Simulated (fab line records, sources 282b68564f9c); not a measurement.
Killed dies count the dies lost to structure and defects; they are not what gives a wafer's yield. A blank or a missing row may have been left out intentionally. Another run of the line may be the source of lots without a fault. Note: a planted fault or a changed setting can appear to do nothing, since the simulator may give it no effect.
fab line records + flow rit_cmos
record
- lots=14
- wafers=42
- last_day=7
route steps=202 shown GATE@95 M1@202
lots untouched by any fault: they come from a run of this same line in which no faults occurred
start_h: the number of hours between the record's first day and the start of the first shown wafer of the lot + wait_h: how many hours have passed since the lot's step before this one + " identical to the entry in the row above + L1.1+2: one row covering several wafers at once + - value missing, or start not given + * or withheld: withheld + < > ~ a bound
route shown NAME@n: names a module that has steps shown in the file, with the first one's number in the route + usual: average and standard deviation across the fault-free wafers + same: alike in all rows + chamber/n: place in a boat + sites: the reading at each site + _std_site: the standard deviation of these + _edge_site: mean of outer sites minus mean of inner sites + radius_mm: how far each site lies from the wafer's centre + mask NAME#n: copy n + behind: the tool/chamber that last shaped the wafer + hold: what put the lot on hold/how long, in hours/how the hold closed + device: transistor that didn't switch, given as n, p or np + end of line: at the end of the route, the tests of the same wafers + for a step that has no rows: nothing shown but its recipe + killed: not the wafer's yield, but the dies lost to structure and defects at the first sort + map: per-die view of a wafer (x killed, . not killed, _ where there is no die)
set.NAME: the setting the step ran with; set.NAME@STEP: the setting that earlier step ran with + model.NAME: the simulator's own value behind a step, which no gauge read
route steps across a sampled set of lots; one table per step, one row per wafer
services: a tool's chamber out of use, with start hour (start_h, from the record's first day; less than 0 if before it), hours out, and reason
## steps
# step RIT_GATE_ETCH_19
# recipe
- chemistry=SF6/CHF3/O2
- time_s=165
- SF6_flow_sccm=30
- CHF3_flow_sccm=30
- O2_flow_sccm=5
- target=poly-Si
- pressure_mtorr=40
- rf_w=160
- target_depth_a=3125
- over_etch_frac=0.25
- stop_on=SiO2
# usual
- O2_flow_sccm=4.999/0.015
- drypump_motor_current_A=5.6/0.4
- oes_product_au=0.859/0.014
- rf_fwd_power_W=159.3/0.55
- throttle_valve_pct=10.25/0.11
| lot.wafer | tool      | chamber | start_h | wait_h | O2_flow_sccm | drypump_motor_current_A | oes_product_au | rf_fwd_power_W | rf_hours_counter_h | throttle_valve_pct |
|-----------|-----------|---------|---------|--------|--------------|-------------------------|----------------|----------------|--------------------|--------------------|
| L337.1    | rie_si-01 | 3       | 40.23   | 0.1    | 5.006        | 5.8                     | 0.876          | 159.4          | 132                | 10.41              |
| L337.2    | "         | 1       | "       | "      | 5.014        | 5.5                     | 0.845          | 159.0          | 159                | 10.11              |
| L337.4    | "         | 2       | "       | "      | 4.955        | 5.8                     | 0.843          | 160.7          | 1                  | 10.36              |
| L338.1    | rie_si-02 | 2       | 47.71   | 0.1    | 4.996        | 5.3                     | 0.873          | 160.1          | 89                 | 10.31              |
| L338.4    | "         | 1       | "       | "      | 5.015        | 5.3                     | 0.865          | 160.2          | 42                 | 10.23              |
| L338.6    | "         | 3       | "       | "      | 4.977        | 5.0                     | 0.873          | 157.6          | -                  | 10.19              |
| L339.2    | rie_si-01 | 3       | 50.58   | 0.1    | 4.998        | 5.8                     | 0.873          | 158.6          | 132                | 10.40              |
| L339.3    | "         | 1       | "       | "      | 4.999        | 5.5                     | 0.851          | 158.6          | 159                | 10.10              |
| L339.5    | "         | 1       | "       | "      | 4.983        | 5.5                     | 0.852          | 159.2          | -                  | 10.09              |
| L340.1    | rie_si-02 | 2       | 53.57   | 0.1    | 5.017        | 5.3                     | 0.875          | 160.1          | 89                 | 10.29              |
| L340.3    | "         | 0       | "       | "      | 4.983        | 6.2                     | 0.866          | 160.2          | 99                 | 10.05              |
| L340.6    | "         | 1       | "       | "      | 4.994        | 5.3                     | 0.854          | 159.3          | -                  | 10.26              |
| L341.2    | rie_si-01 | 2       | 60.70   | 0.1    | 5.004        | 5.9                     | 0.839          | 159.5          | 1                  | 10.36              |
| L341.5    | "         | 0       | "       | "      | 4.992        | 6.1                     | 0.843          | 160.1          | -                  | 10.29              |
| L341.6    | "         | 3       | "       | "      | 4.986        | 5.8                     | 0.874          | 159.7          | -                  | 10.40              |
| L345.2    | rie_si-01 | 3       | 81.01   | 0.1    | 5.008        | 5.8                     | 0.864          | 223.7          | 132                | 10.41              |
| L345.3    | "         | 2       | "       | "      | 5.004        | 5.8                     | 0.837          | 158.9          | 1                  | 10.35              |
| L345.4    | "         | 3       | "       | "      | 4.992        | 5.9                     | 0.870          | 222.8          | -                  | 10.42              |
| L346.2    | rie_si-02 | 2       | 83.16   | 0.1    | 4.999        | 5.3                     | 0.867          | 158.2          | 89                 | 10.31              |
| L346.5    | "         | 0       | "       | "      | 5.009        | 6.3                     | 0.863          | 159.3          | -                  | 10.05              |
| L346.6    | "         | 3       | "       | "      | 4.997        | 5.0                     | 0.866          | 159.6          | -                  | 10.19              |
| L347.1    | rie_si-01 | 0       | 90.42   | 0.1    | 5.019        | 6.1                     | 0.852          | 159.3          | 82                 | 10.29              |
| L347.2    | "         | 3       | "       | "      | 4.987        | 5.8                     | 0.869          | 223.4          | 132                | 10.40              |
| L347.4    | "         | 3       | "       | "      | 4.997        | 5.8                     | 0.876          | 223.7          | -                  | 10.41              |
| L352.2    | rie_si-02 | 1       | 112.87  | 0.1    | 5.005        | 5.3                     | 0.851          | 160.1          | 42                 | 10.24              |
| L352.3    | "         | 2       | "       | "      | 4.985        | 5.3                     | 0.877          | 159.8          | 90                 | 10.31              |
| L352.4    | "         | 0       | "       | "      | 5.008        | 6.2                     | 0.868          | 159.2          | 99                 | 10.06              |
| L354.1    | rie_si-02 | 1       | 123.08  | 0.1    | 5.007        | 5.3                     | 0.849          | 159.2          | 43                 | 10.23              |
| L354.3    | "         | 0       | "       | "      | 5.015        | 6.2                     | 0.851          | 160.5          | 100                | 10.04              |
| L354.6    | "         | 3       | "       | "      | 5.013        | 5.0                     | 0.870          | 160.3          | -                  | 10.18              |
| L356.2    | rie_si-02 | 0       | 134.03  | 0.1    | 5.004        | 6.2                     | 0.862          | 159.4          | 100                | 10.04              |
| L356.5    | "         | 1       | "       | "      | 4.987        | 5.3                     | 0.872          | 158.8          | -                  | 10.23              |
| L356.6    | "         | 2       | "       | "      | 4.972        | 5.3                     | 0.872          | 158.4          | -                  | 10.31              |
| L358.3    | rie_si-02 | 3       | 143.83  | 0.1    | 5.006        | 5.0                     | 0.877          | 158.5          | 2                  | 10.18              |
| L358.4    | "         | 0       | "       | "      | 5.011        | 6.2                     | 0.872          | 159.4          | 100                | 10.03              |
| L358.6    | "         | 2       | "       | "      | 5.026        | 5.3                     | 0.877          | 158.8          | -                  | 10.33              |
| L359.4    | rie_si-01 | 3       | 150.30  | 0.1    | 5.025        | 5.9                     | 0.859          | 159.0          | 133                | 10.40              |
| L359.5    | "         | 0       | "       | "      | 5.000        | 6.1                     | 0.845          | 159.6          | -                  | 10.30              |
| L359.6    | "         | 3       | "       | "      | 5.013        | 5.9                     | 0.859          | 158.5          | -                  | 10.42              |
| L360.1    | rie_si-02 | 1       | 153.77  | 0.1    | 4.980        | 5.3                     | 0.874          | 159.9          | 43                 | 10.24              |
| L360.4    | "         | 2       | "       | "      | 4.987        | 5.3                     | 0.880          | 160.0          | 90                 | 10.28              |
| L360.5    | "         | 3       | "       | "      | 4.998        | 5.0                     | 0.879          | 159.1          | -                  | 10.20              |
# step RIT_M1_PROBE_99
# usual
- killed_at_contacts=0.1/0.24
- killed_at_front_end=7/3.2
- killed_dies=7/3.2
- killed_open=3.6/2.1
- killed_short=3.5/2
# same
- gross_dies=264
- killed_at_M0_to_M3=0
- killed_at_M4_up=0
- killed_at_back_side=0
- killed_at_other=0
| lot.wafer | tool      | chamber | start_h | wait_h | killed_at_contacts | killed_at_front_end | killed_dies | killed_open | killed_short |
|-----------|-----------|---------|---------|--------|--------------------|---------------------|-------------|-------------|--------------|
| L347.1    | prober-02 | -       | 111.28  | 0.1    | 0                  | 3                   | 3           | 3           | 0            |
| L347.2    | prober-02 | -       | 111.33  | 0.1    | 0                  | 14                  | 14          | 6           | 8            |
| L347.4    | prober-02 | -       | 111.43  | 0.2    | 0                  | 5                   | 5           | 3           | 2            |
| L352.2    | prober-01 | -       | 133.84  | 0.1    | 0                  | 8                   | 8           | 5           | 3            |
| L352.3    | prober-01 | -       | 133.89  | 0.2    | 0                  | 8                   | 8           | 5           | 3            |
| L352.4    | prober-01 | -       | 133.94  | 0.2    | 0                  | 8                   | 8           | 4           | 4            |
# killed by level:class
L347.1 SILICIDE:geometric_particle:open=2 GATE:geometric_particle:open=1
L347.2 GATE:geometric_particle:short=5 GATE:geometric_particle:open=3 SILICIDE:geometric_particle:open=2 FOX2:geometric_particle:short=1 FOX2:geometric_particle:open=1 REOX:geometric_particle:short=1 SILICIDE:geometric_particle:short=1
L347.4 SILICIDE:geometric_particle:open=3 FOX2:geometric_particle:short=1 REOX:geometric_particle:short=1
L352.2 GATE:geometric_particle:open=2 FOX2:geometric_particle:short=1 GATE:geometric_particle:short=1 REOX:geometric_particle:open=1 SPACER:geometric_particle:open=1 SILICIDE:geometric_particle:short=1 SILICIDE:geometric_particle:open=1
L352.3 GATE:geometric_particle:short=2 REOX:geometric_particle:open=2 FOX1:geometric_particle:open=1 GATE:geometric_particle:open=1 REOX:geometric_particle:short=1 SPACER:geometric_particle:open=1
L352.4 FOX2:geometric_particle:open=1 GATE:geometric_particle:open=1 GATE:geometric_particle:short=1 REOX:geometric_particle:short=1 REOX:geometric_particle:open=1 SPACER:geometric_particle:short=1 SILICIDE:geometric_particle:open=1 SILICIDE:geometric_particle:short=1
## services
| tool      | chamber | start_h | hours | kind           |
|-----------|---------|---------|-------|----------------|
| rie_si-02 | 3       | 63.02   | 0.9   | repair         |
| rie_si-01 | 1       | 68.24   | -     | clean          |
| rie_si-01 | 1       | 68.24   | 23.4  | scheduled_down |
| rie_si-01 | 1       | 68.24   | 23.4  | vent_cycle     |
| rie_si-02 | 0       | 92.27   | 17.3  | repair         |
| rie_si-02 | 3       | 100.43  | 4.9   | repair         |
| rie_si-01 | 2       | 122.60  | 3.7   | repair         |
## key
first_sign
- step=RIT_GATE_ETCH_19
- reading=rf_fwd_power_W
- direction=up
- sigmas=99+
- usual=159.3
- struck=223.4
effect none on later readings
met_at RIT_GATE_ETCH_19
struck_lots L345,L347
struck_wafers L345.2,L345.4,L347.2,L347.4
tester_left_out L345,L347
onset_between 60.70 81.01
fault
- kind=process_parameter_drift
- tool=rie_si-01
- chamber=3
- onset_h=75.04
- steps=RIT_GATE_ETCH_19
- channel=rf_w
- offset=64
- shape=step
- end_h=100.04
- stated=160
# tester_left_out: of these lots the tester's yield and bins aren't shown, on N5 and GAA mostly nor the transistor test; their killed dies are dies lost to structure and defects alone, not to doping, threshold or leakage, so they don't give the yield
